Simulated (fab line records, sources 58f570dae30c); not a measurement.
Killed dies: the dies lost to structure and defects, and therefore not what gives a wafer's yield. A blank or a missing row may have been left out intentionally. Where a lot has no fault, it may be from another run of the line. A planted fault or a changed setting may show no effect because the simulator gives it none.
Which of the tools did it? | flow berkeley_cmos170 | 6 lots, 18 wafers sampled, at 2 steps of a route of 331

== WHAT THE GAUGES READ, wafer by wafer ==
UCB170_NLDD_CD_MEAS_06 targets a cd of 1200 nm.
lot  | measured     | on        | cd_nm (nm)
L585 | day 7 17:47  | cd_sem-02 | 1199.7 1198.8 1200.1
L586 | day 8 05:45  | cd_sem-01 | 961.3 961.5 959.9
L597 | day 10 15:45 | cd_sem-01 | 1199.4 1200.1 1199.7
L598 | day 10 15:36 | cd_sem-02 | 1199.7 1201.6 1200.4
L600 | day 11 06:41 | cd_sem-02 | 1200.0 1200.9 1200.3
L604 | day 12 19:13 | cd_sem-01 | 1201.9 1202.1 1201.3

== EACH LOT AND THE TOOL THAT RAN IT (in order: tool; ch and the chambers of the sampled wafers; start) ==
lot  | UCB170_NLDD_EXPOSE_03
L585 | krf_scanner-02 ch 0, day 7 17:16
L586 | krf_scanner-01 ch 0, day 8 04:59
L597 | krf_scanner-01 ch 0, day 10 15:00
L598 | krf_scanner-02 ch 0, day 10 14:46
L600 | krf_scanner-02 ch 0, day 11 06:07
L604 | krf_scanner-01 ch 0, day 12 18:29
- UCB170_NLDD_EXPOSE_03: exposes mask NSELECT, target cd 1200 nm.

== THE ANSWER, worked out from the rows above alone ==
Rule: the lots themselves supply what counts as usual. Put in order of their means at a reading, lots are off if they are a third of the lots or fewer, leave a main group of 4 or more, and stand apart from it by a gap of 3 or more times the standard deviation of the main group's means; of several such gaps the widest counts. If all means in a main group match to the digits the tables above print for the reading, that group is not used. Also off: a lot with no number at a reading for which 4 or more lots have one. The other lots that the step has rows for count as sound.
Off: L586, at UCB170_NLDD_CD_MEAS_06 (cd_nm). Mean 1200.4 nm and standard deviation 0.79 in the main group.
A tool fits if, at a process step before that reading, it ran every lot that is off, and no sound lot after the first of them. Gauges at UCB170_NLDD_CD_MEAS_06: tried the same way as those tools. Not one of the candidates tried fits.

== WHAT THE SIMULATOR HAD PUT IN ==
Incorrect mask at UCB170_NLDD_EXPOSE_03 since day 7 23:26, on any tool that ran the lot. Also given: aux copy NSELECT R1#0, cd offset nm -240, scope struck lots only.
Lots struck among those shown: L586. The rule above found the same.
